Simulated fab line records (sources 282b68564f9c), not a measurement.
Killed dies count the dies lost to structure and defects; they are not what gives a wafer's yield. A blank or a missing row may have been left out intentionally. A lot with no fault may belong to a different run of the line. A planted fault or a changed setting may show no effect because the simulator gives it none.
fab line records | flow rit-cmos
record: lots: 6 | wafers: 18 | last-day: 7
route steps=202 shown M1@184
lots that met no fault: taken from a fault-free run of the same line
start-h: hours from the record's opening day to when the first of the lot's shown wafers began | wait-h: hours since the lot's step before | " unchanged from the row above | L1.1+2: a single row standing in for several wafers | - value missing, or start not given | * or withheld: withheld | < > ~ a bound
route shown NAME@n: a module of which the file shows steps, and the number in the route of the first | usual: the fault-free wafers' mean and standard deviation | same: alike in all rows | chamber/n: place in a boat | sites: per-site readings | _std_site: the values' standard deviation | _edge_site: outer sites' mean less inner sites' | radius-mm: how far each site lies from the wafer's centre | mask NAME#n: copy n | behind: the most recent tool/chamber to have shaped the wafer | hold: why the lot was held/for how many hours/how that ended | device: whichever transistor did not switch (one of n, p or np) | end of line: the tests these same wafers got at the end of their route | step lacking rows: just its recipe | killed: not the wafer's yield, but the dies lost to structure and defects at the first sort | map: per-die view of a wafer (x killed, . not killed, _ where there is no die)
set.NAME: the setting as run; set.NAME@STEP: as run at that earlier step | model.NAME: the simulator's own value behind a step, which no gauge read
certain route steps with their lots: each step a table, each wafer a row
services: from which hour (start-h, from the record's first day; less than 0 if before it) a tool's chamber was out of use, for how many hours, and why
== steps ==
step: RIT_M1_SPUTTER_00
recipe: material: Al | target-thk-nm: 400 | power-w: 2000 | chamber-pressure-pa: 0.4 | gas: Ar | time-s: 488.3 | substrate-temp-c: 25
usual: throttle-valve-pct: 29.8/1.3
lot.wafer | tool           | chamber | start-h | wait-h | throttle-valve-pct
L437.2    | pvd-sputter-04 | -       | 84.17   | 0.0    | 30.2
L437.4    | "              | -       | "       | "      | 29.9
L437.5    | "              | -       | "       | "      | 30.1
L440.2    | pvd-sputter-02 | -       | 99.06   | 0.0    | 28.7
L440.4    | "              | -       | "       | "      | 28.2
L440.5    | "              | -       | "       | "      | 28.3
L442.1    | pvd-sputter-02 | -       | 108.27  | 0.0    | 27.7
L442.2    | "              | -       | "       | "      | 31.5
L442.6    | "              | -       | "       | "      | 28.2
L451.2    | pvd-sputter-04 | -       | 149.72  | 0.0    | 29.7
L451.3    | "              | -       | "       | "      | 30.9
L451.5    | "              | -       | "       | "      | 29.7
L454.1    | pvd-sputter-03 | -       | 167.67  | 0.0    | 31.9
L454.3    | "              | -       | "       | "      | 29.4
L454.5    | "              | -       | "       | "      | 32.1
L455.2    | pvd-sputter-04 | -       | 169.24  | 0.0    | 30.7
L455.3    | "              | -       | "       | "      | 30.1
L455.6    | "              | -       | "       | "      | 29.8
step: RIT_M1_RS_MEAS_01
recipe: thk-meas-gauge: four-point-probe | reads: Al_of_M1_SPUTTER_00
usual: M1_AL_RS: 0.0751/0.00098
lot.wafer | tool          | chamber | start-h | wait-h | M1_AL_RS[ohm/sq]
L437.2    | film-metro-04 | -       | 84.51   | 0.2    | 0.0750
L437.4    | "             | -       | "       | "      | 0.0746
L437.5    | "             | -       | "       | "      | 0.0753
L440.2    | film-metro-04 | -       | 99.38   | 0.2    | 0.0743
L440.4    | "             | -       | "       | "      | 0.0743
L440.5    | "             | -       | "       | "      | 0.0748
L442.1    | film-metro-04 | -       | 108.57  | 0.2    | 0.0759
L442.2    | "             | -       | "       | "      | 0.0737
L442.6    | "             | -       | "       | "      | 0.0749
L451.2    | film-metro-02 | -       | 150.03  | 0.2    | 0.0754
L451.3    | "             | -       | "       | "      | 0.0754
L451.5    | "             | -       | "       | "      | 0.0754
L454.1    | film-metro-02 | -       | 167.96  | 0.2    | 0.0760
L454.3    | "             | -       | "       | "      | 0.0757
L454.5    | "             | -       | "       | "      | 0.0763
L455.2    | film-metro-02 | -       | 169.56  | 0.2    | 0.0741
L455.3    | "             | -       | "       | "      | 0.0758
L455.6    | "             | -       | "       | "      | 0.0754
step: RIT_M1_THK_MEAS_02
recipe: thk-meas-gauge: xrf | reads: Al_of_M1_SPUTTER_00
usual: M1_AL_THK: 384/4.9
lot.wafer | tool          | chamber | start-h | wait-h | M1_AL_THK[nm]
L437.2    | film-metro-04 | -       | 84.62   | 0.1    | 384
L437.4    | "             | -       | "       | "      | 386
L437.5    | "             | -       | "       | "      | 382
L440.2    | film-metro-04 | -       | 99.49   | 0.1    | 389
L440.4    | "             | -       | "       | "      | 390
L440.5    | "             | -       | "       | "      | 385
L442.1    | film-metro-04 | -       | 108.69  | 0.1    | 381
L442.2    | "             | -       | "       | "      | 392
L442.6    | "             | -       | "       | "      | 383
L451.2    | film-metro-02 | -       | 150.14  | 0.1    | 384
L451.3    | "             | -       | "       | "      | 384
L451.5    | "             | -       | "       | "      | 383
L454.1    | film-metro-02 | -       | 168.08  | 0.1    | 380
L454.3    | "             | -       | "       | "      | 378
L454.5    | "             | -       | "       | "      | 379
L455.2    | film-metro-02 | -       | 169.67  | 0.1    | 387
L455.3    | "             | -       | "       | "      | 380
L455.6    | "             | -       | "       | "      | 384
step: RIT_M1_HMDS_03
recipe: prime-time-s: 60 | prime-temp-c: 140
step: RIT_M1_COAT_04
recipe: resist: NOVOLAK | spin-rpm: 2000 | resist-thk-nm: 1300
step: RIT_M1_SOFTBAKE_05
recipe: resist: NOVOLAK | temp-c: 90 | time-s: 60
step: RIT_M1_EXPOSE_06
recipe: mask-id: M12 | na: 0.6 | source-shape: conventional | sigma-outer: 0.5 | target-cd-nm: 2600 | dose-mj: 250
step: RIT_M1_PEB_07
recipe: resist: NOVOLAK | temp-c: withheld | time-s: withheld
step: RIT_M1_DEVELOP_08
recipe: resist: NOVOLAK | develop-time-s: 70.99 | dev-temp-c: 23
step: RIT_M1_CD_MEAS_09
recipe: target-cd-nm: 2600
usual: cd-nm: 2600.4/2.1
lot.wafer | tool      | chamber | start-h | wait-h | cd-nm
L437.2    | cd-sem-01 | -       | 85.57   | -      | 2601.8
L437.4    | "         | -       | "       | "      | 2602.7
L437.5    | "         | -       | "       | "      | 2600.9
L440.2    | cd-sem-01 | -       | 100.44  | -      | 2598.1
L440.4    | "         | -       | "       | "      | 2596.6
L440.5    | "         | -       | "       | "      | 2597.4
L442.1    | cd-sem-02 | -       | 109.63  | -      | 2597.2
L442.2    | "         | -       | "       | "      | 2600.0
L442.6    | "         | -       | "       | "      | 2598.0
L451.2    | cd-sem-01 | -       | 151.09  | -      | 2600.7
L451.3    | "         | -       | "       | "      | 2601.7
L451.5    | "         | -       | "       | "      | 2602.9
L454.1    | cd-sem-01 | -       | 169.14  | -      | 2597.2
L454.3    | "         | -       | "       | "      | 2597.6
L454.5    | "         | -       | "       | "      | 2596.8
L455.2    | cd-sem-01 | -       | 170.62  | -      | 2597.8
L455.3    | "         | -       | "       | "      | 2600.6
L455.6    | "         | -       | "       | "      | 2599.2
step: RIT_M1_OVL_MEAS_10
usual: M1_OVL: -0.3/1.3
lot.wafer | tool       | chamber | start-h | wait-h | M1_OVL[nm]
L437.2    | overlay-01 | -       | 85.68   | 0.1    | -1.3
L437.4    | "          | -       | "       | "      | -0.3
L437.5    | "          | -       | "       | "      | -0.6
L440.2    | overlay-02 | -       | 100.54  | 0.1    | -2.3
L440.4    | "          | -       | "       | "      | -2.2
L440.5    | "          | -       | "       | "      | -1.8
L442.1    | overlay-02 | -       | 109.75  | 0.1    | -0.2
L442.2    | "          | -       | "       | "      | -0.9
L442.6    | "          | -       | "       | "      | -1.6
L451.2    | overlay-01 | -       | 151.20  | 0.1    | 3.2
L451.3    | "          | -       | "       | "      | 2.2
L451.5    | "          | -       | "       | "      | 1.1
L454.1    | overlay-01 | -       | 169.26  | 0.1    | 2.3
L454.3    | "          | -       | "       | "      | 1.6
L454.5    | "          | -       | "       | "      | 0.2
L455.2    | overlay-02 | -       | 170.72  | 0.1    | 0.3
L455.3    | "          | -       | "       | "      | 1.4
L455.6    | "          | -       | "       | "      | 1.8
step: RIT_M1_HARDBAKE_11
recipe: resist: NOVOLAK | temp-c: 140 | time-s: 120
step: RIT_M1_METAL_ETCH_12
recipe: stop-on: SiO2 | chemistry: Cl2/BCl3 | target: Al | time-s: 165 | over-etch-frac: 0.5 | pressure-mtorr: 100 | target-depth-a: 6000 | rf-w: 250 | Cl2_flow_sccm: 60 | bcl3-flow-sccm: 50
usual: drypump-motor-current-A: 5.7/0.48 | oes-product-au: 0.783/0.011 | rf-fwd-power-W: 249.2/0.79 | throttle-valve-pct: 8.25/0.087
same: over-etch-frac: 0.5
lot.wafer | tool         | chamber | start-h | wait-h | drypump-motor-current-A | oes-product-au | rf-fwd-power-W | rf-hours-counter-h | throttle-valve-pct | model.NOVOLAK_of_M1_COAT_04.thk-nm
L437.2    | rie-metal-01 | 0       | 85.96   | 0.2    | 5.5                     | 0.770          | 248.8          | 4.5                | 8.26               | 817.5
L437.4    | "            | 1       | "       | "      | 4.9                     | 0.790          | 248.3          | -                  | 8.18               | 805.2
L437.5    | "            | 1       | "       | "      | 4.9                     | 0.785          | 249.4          | -                  | 8.17               | 809.4
L440.2    | rie-metal-01 | 0       | 100.92  | 0.2    | 5.5                     | 0.778          | 248.6          | 4.7                | 8.26               | 818.9
L440.4    | "            | 1       | "       | "      | 4.9                     | 0.790          | 248.7          | -                  | 8.19               | 815.2
L440.5    | "            | 1       | "       | "      | 4.9                     | 0.790          | 248.4          | -                  | 8.17               | 815.4
L442.1    | rie-metal-03 | 1       | 110.04  | 0.2    | 6.4                     | 0.786          | 249.3          | 1.3                | 8.27               | 794.4
L442.2    | "            | 1       | "       | "      | 6.4                     | 0.796          | 249.1          | -                  | 8.24               | 795.5
L442.6    | "            | 1       | "       | "      | 6.4                     | 0.789          | 249.9          | -                  | 8.26               | 792.8
L451.2    | rie-metal-03 | 1       | 151.48  | 0.2    | 6.3                     | 0.796          | 219.5          | 2.2                | 8.26               | 834.3
L451.3    | "            | 0       | "       | "      | 5.7                     | 0.779          | 219.6          | -                  | 8.13               | 859.1
L451.5    | "            | 1       | "       | "      | 6.3                     | 0.796          | 219.8          | -                  | 8.26               | 831.9
L454.1    | rie-metal-03 | 0       | 169.55  | 0.2    | 5.8                     | 0.777          | 218.9          | 1.3                | 8.13               | 851.2
L454.3    | "            | 0       | "       | "      | 5.8                     | 0.772          | 218.7          | -                  | 8.12               | 856.9
L454.5    | "            | 1       | "       | "      | 6.4                     | 0.797          | 219.3          | -                  | 8.26               | 829.5
L455.2    | rie-metal-01 | 1       | 171.00  | 0.2    | 4.9                     | 0.784          | 249.8          | 5.2                | 8.18               | 809.1
L455.3    | "            | 0       | "       | "      | 5.5                     | 0.771          | 248.4          | -                  | 8.25               | 808.6
L455.6    | "            | 0       | "       | "      | 5.5                     | 0.771          | 248.5          | -                  | 8.25               | 810.4
step: RIT_M1_STRIP_13
recipe: chemistry: nmp | resist: NOVOLAK | temp-c: 80 | time-s: 600 | dry: n2-spin
step: RIT_M1_PROBE_99
usual: defect-limited-yield: 97.3/1 | killed-at-front-end: 7.1/2.7 | killed-dies: 7.2/2.7 | killed-open: 3.5/1.9 | killed-short: 3.6/1.9 | sort_bin_3_pad_short: 0.1/0.21 | sort_bin_5_function: 1.6/0.73 | sort_bin_6_memory: 1.0/0.64 | sort-n-pass: 256.8/2.7 | sort-yield-pct: 97.3/1
same: gross-dies: 264 | killed_at_M0_to_M3: 0 | killed_at_M4_up: 0 | killed-at-back-side: 0 | killed-at-contacts: 0 | killed-at-other: 0
lot.wafer | tool      | chamber | start-h | wait-h | defect-limited-yield[%] | killed-at-front-end | killed-dies | killed-open | killed-short | sort_bin_3_pad_short[%] | sort_bin_5_function[%] | sort_bin_6_memory[%] | sort-n-pass | sort-yield-pct[%] | model.etest.antenna-m1.vt-shift-v
L437.2    | prober-01 | -       | 88.26   | 0.1    | 97.7                    | 6                   | 6           | 5           | 1            | 0                       | 1.1                    | 1.1                  | 258.0       | 97.7              | -0.01527
L437.4    | prober-01 | -       | 88.36   | 0.2    | 97.7                    | 6                   | 6           | 4           | 2            | 0                       | 0.4                    | 1.9                  | 258.0       | 97.7              | -0.009336
L437.5    | prober-01 | -       | 88.41   | 0.2    | 97.0                    | 8                   | 8           | 2           | 6            | 0                       | 2.3                    | 0.8                  | 256.0       | 97.0              | -0.01135
L440.2    | prober-02 | -       | 103.27  | 0.1    | 98.5                    | 4                   | 4           | 1           | 3            | 0.4                     | 0.8                    | 0.4                  | 260.0       | 98.5              | -0.01069
L440.4    | prober-02 | -       | 103.37  | 0.2    | 98.9                    | 3                   | 3           | 1           | 2            | 0.4                     | 0.4                    | 0.4                  | 261.0       | 98.9              | -0.01419
L440.5    | prober-02 | -       | 103.42  | 0.2    | 97.0                    | 8                   | 8           | 6           | 2            | 0.4                     | 1.1                    | 1.5                  | 256.0       | 97.0              | -0.0158
L442.1    | prober-02 | -       | 112.45  | 0.1    | 97.3                    | 7                   | 7           | 6           | 1            | 0                       | 1.1                    | 1.5                  | 257.0       | 97.3              | -0.0177
L442.2    | prober-02 | -       | 112.50  | 0.1    | 97.7                    | 6                   | 6           | 6           | 0            | 0                       | 1.5                    | 0.8                  | 258.0       | 97.7              | -0.01332
L442.6    | prober-02 | -       | 112.70  | 0.2    | 97.3                    | 7                   | 7           | 1           | 6            | 0.4                     | 0.8                    | 1.5                  | 257.0       | 97.3              | -0.01358
L451.2    | prober-01 | -       | 153.80  | 0.1    | 96.6                    | 9                   | 9           | 3           | 6            | 0                       | 3.0                    | 0.4                  | 255.0       | 96.6              | -0.01399
L451.3    | prober-01 | -       | 153.85  | 0.2    | 98.5                    | 4                   | 4           | 2           | 2            | 0                       | 1.5                    | 0                    | 260.0       | 98.5              | -0.004302
L451.5    | prober-01 | -       | 153.95  | 0.2    | 96.6                    | 9                   | 9           | 2           | 7            | 0                       | 2.3                    | 1.1                  | 255.0       | 96.6              | -0.004075
L454.1    | prober-02 | -       | 171.82  | 0.1    | 97.7                    | 6                   | 6           | 3           | 3            | 0                       | 2.3                    | 0                    | 258.0       | 97.7              | -0.00932
L454.3    | prober-02 | -       | 171.92  | 0.2    | 97.3                    | 7                   | 7           | 6           | 1            | 0                       | 1.5                    | 1.1                  | 257.0       | 97.3              | -0.01084
L454.5    | prober-02 | -       | 172.02  | 0.2    | 99.6                    | 1                   | 1           | 0           | 1            | 0                       | 0.4                    | 0                    | 263.0       | 99.6              | -0.01298
L455.2    | prober-01 | -       | 173.37  | 0.1    | 95.8                    | 11                  | 11          | 4           | 7            | 0.8                     | 1.9                    | 1.5                  | 253.0       | 95.8              | -0.009552
L455.3    | prober-01 | -       | 173.42  | 0.2    | 96.6                    | 9                   | 9           | 4           | 5            | 0                       | 2.7                    | 0.8                  | 255.0       | 96.6              | -0.009595
L455.6    | prober-01 | -       | 173.57  | 0.2    | 97.0                    | 8                   | 8           | 5           | 3            | 0.4                     | 1.1                    | 1.5                  | 256.0       | 97.0              | -0.009247
killed by level:class
L437.2 GATE:geometric-particle:open=3 SPACER:geometric-particle:open=2 REOX:geometric-particle:short=1
L437.4 REOX:geometric-particle:open=2 GATE:geometric-particle:short=1 GATE:geometric-particle:open=1 REOX:geometric-particle:short=1 SILICIDE:geometric-particle:open=1
L437.5 GATE:geometric-particle:short=2 REOX:geometric-particle:short=2 REOX:geometric-particle:open=2 SPACER:geometric-particle:short=1 SILICIDE:geometric-particle:short=1
L440.2 GATE:geometric-particle:short=2 SPACER:geometric-particle:short=1 SPACER:geometric-particle:open=1
L440.4 FOX1:geometric-particle:short=1 GATE:geometric-particle:open=1 SPACER:geometric-particle:short=1
L440.5 SILICIDE:geometric-particle:open=2 FOX1:geometric-particle:open=1 FOX2:geometric-particle:open=1 GATE:geometric-particle:short=1 GATE:geometric-particle:open=1 SPACER:geometric-particle:short=1 SPACER:geometric-particle:open=1
L442.1 FOX1:geometric-particle:open=2 SPACER:geometric-particle:open=2 GATE:geometric-particle:open=1 SILICIDE:geometric-particle:open=1 SILICIDE:geometric-particle:short=1
L442.2 FOX1:geometric-particle:open=3 GATE:geometric-particle:open=2 SPACER:geometric-particle:open=1
L442.6 GATE:geometric-particle:short=4 FOX1:geometric-particle:short=1 GATE:geometric-particle:open=1 SPACER:geometric-particle:short=1
L451.2 FOX2:geometric-particle:short=3 GATE:geometric-particle:short=3 FOX1:geometric-particle:open=2 GATE:geometric-particle:open=1
L451.3 FOX1:geometric-particle:open=1 FOX1:geometric-particle:short=1 REOX:geometric-particle:short=1 SILICIDE:geometric-particle:open=1
L451.5 FOX1:geometric-particle:short=3 FOX1:geometric-particle:open=1 FOX2:geometric-particle:short=1 GATE:geometric-particle:short=1 GATE:geometric-particle:open=1 SPACER:geometric-particle:short=1 SILICIDE:geometric-particle:short=1
L454.1 SPACER:geometric-particle:short=2 FOX2:geometric-particle:open=1 GATE:geometric-particle:open=1 REOX:geometric-particle:short=1 SPACER:geometric-particle:open=1
L454.3 GATE:geometric-particle:open=4 FOX1:geometric-particle:open=1 REOX:geometric-particle:open=1 SPACER:geometric-particle:short=1
L454.5 REOX:geometric-particle:short=1
L455.2 GATE:geometric-particle:short=4 SPACER:geometric-particle:short=2 SPACER:geometric-particle:open=2 SILICIDE:geometric-particle:open=2 FOX1:geometric-particle:short=1
L455.3 REOX:geometric-particle:short=4 REOX:geometric-particle:open=3 FOX1:geometric-particle:open=1 SILICIDE:geometric-particle:short=1
L455.6 GATE:geometric-particle:short=2 GATE:geometric-particle:open=2 REOX:geometric-particle:open=2 SILICIDE:geometric-particle:open=1 SILICIDE:geometric-particle:short=1
== services ==
tool           | chamber | start-h | hours | kind
pvd-sputter-03 | -       | 75.46   | 5.1   | repair
rie-metal-03   | 0       | 93.84   | 10.0  | repair
rie-metal-03   | 0       | 108.50  | 14.3  | repair
== key ==
first-sign: step: RIT_M1_METAL_ETCH_12 | reading: rf-fwd-power-W | direction: down | sigmas: 38 | usual: 249.2 | struck: 219.3
effect none on later readings
model-effect: step: RIT_M1_METAL_ETCH_12 | value: NOVOLAK_of_M1_COAT_04.thk-nm | without: 803.7 | struck: 843.8
model-effect: step: RIT_M1_PROBE_99 | value: etest.antenna-m1.vt-shift-v | without: -0.01538 | struck: -0.009252
met-at RIT_M1_METAL_ETCH_12
struck-wafers L451.2,L451.3,L451.5,L454.1,L454.3,L454.5
onset-between 110.04 151.48
fault: kind: process-parameter-drift | tool: rie-metal-03 | chamber: - | onset-h: 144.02 | steps: RIT_M1_METAL_ETCH_12 | channel: rf-w | offset: -30 | shape: step | end-h: 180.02 | stated: 250
